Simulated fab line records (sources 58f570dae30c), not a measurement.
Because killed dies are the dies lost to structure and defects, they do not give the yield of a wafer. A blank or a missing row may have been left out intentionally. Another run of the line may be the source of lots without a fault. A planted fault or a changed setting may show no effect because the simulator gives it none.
2 desks, one fault    flow berkeley_cmos170    each desk has only its own numbers; what lay behind them comes last

## THE TOOL OWNER'S DESK: implanter-02
The tool's own readings at UCB170_NSD_IMPLANT_08, given as means over the sampled wafers that have a number, one for each lot that went through this tool. Marked OUT: a lot whose mean sits more than 4 standard deviations from the usual mean, which makes it out of limits; the brackets give that distance.
Columns: A = dose_ions_cm2 at UCB170_NSD_IMPLANT_08, usual 3e+15; B = faraday_current_uA at UCB170_NSD_IMPLANT_08, usual 9266
lot   first seen here  A                B
L765  day 8 18:58      3e+15            9355
L768  day 9 10:18      3e+15            9376
L774  day 10 18:58     3e+15            9383
L775  day 11 00:02     3e+15 (-44) OUT  8796
L777  day 11 13:45     3e+15 (-46) OUT  8792
L780  day 11 20:48     3e+15 (-46) OUT  8762
This desk's finding: out of limits on L775, L777, L780; first on L775, day 11 00:02 (dose_ions_cm2 at UCB170_NSD_IMPLANT_08). L765, L768, L774: within limits.

## METROLOGY DESK
Means of the sampled wafers that have a number, per lot and without regard to the tool the lot ran on: this is what the gauges read. Marked OUT: a lot whose mean sits more than 4 standard deviations from the usual mean, which makes it out of limits; the brackets give that distance.
Columns: A = PVT_TW at UCB170_PVT_TW_MEAS_09, usual 510; B = GATE_OVL at UCB170_GATE_OVL_MEAS_13, usual 3 nm; C = cd_nm at UCB170_PLDD_CD_MEAS_06, usual 1199.4 nm; D = NSD_RS at UCB170_SDANNEAL_RS_MEAS_03, usual 37.24 ohm/sq
lot   first seen here  A    B   C       D
L763  day 6 15:52      512  1   1198.8  37.23
L764  day 7 09:48      512  4   1202.3  37.19
L765  day 7 10:05      511  9   1199.6  37.14
L768  day 8 00:28      516  7   1198.5  37.26
L769  day 8 05:33      511  10  1199.8  37.19
L770  day 8 05:49      510  0   1197.4  37.30
L774  day 9 11:09      513  -1  1199.4  37.20
L775  day 9 15:11      512  8   1198.4  38.18 (+9.4) OUT
L777  day 10 05:33     505  4   1201.5  38.08 (+8.4) OUT
L780  day 10 12:23     505  2   1200.1  38.22 (+9.8) OUT
L781  day 10 12:29     513  10  1199.5  37.07
L782  day 10 19:16     516  1   1198.8  37.24
L783  day 10 19:22     507  9   1200.1  37.35
L785  day 11 17:44     516  2   1198.8  37.36
L784  day 11 17:56     504  -1  1200.0  37.24
This desk reports L775, L777, L780 out of limits; the earliest was L775 at day 11 02:04 (NSD_RS at UCB170_SDANNEAL_RS_MEAS_03). L763, L764, L765, L768, L769, L770, L774, L781, L782, L783, L785, L784: within limits.

## PUT TOGETHER
An alarm could have come from the tool owner's desk at day 11 00:02, on L775, L777, L780.
The metrology desk could have raised an alarm at day 11 02:04, on L775, L777, L780.
Every lot named ran UCB170_NSD_IMPLANT_08 on implanter-02.

## WHAT WAS PUT IN BY THE SIMULATOR
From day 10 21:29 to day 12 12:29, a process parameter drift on implanter-02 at UCB170_NSD_IMPLANT_08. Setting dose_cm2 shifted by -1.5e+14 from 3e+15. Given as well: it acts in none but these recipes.
Struck lots among those shown: L775, L777, L780.
Fault start to first reading out of limits, in hours, per desk: tool owner, 3; metrology, 5.
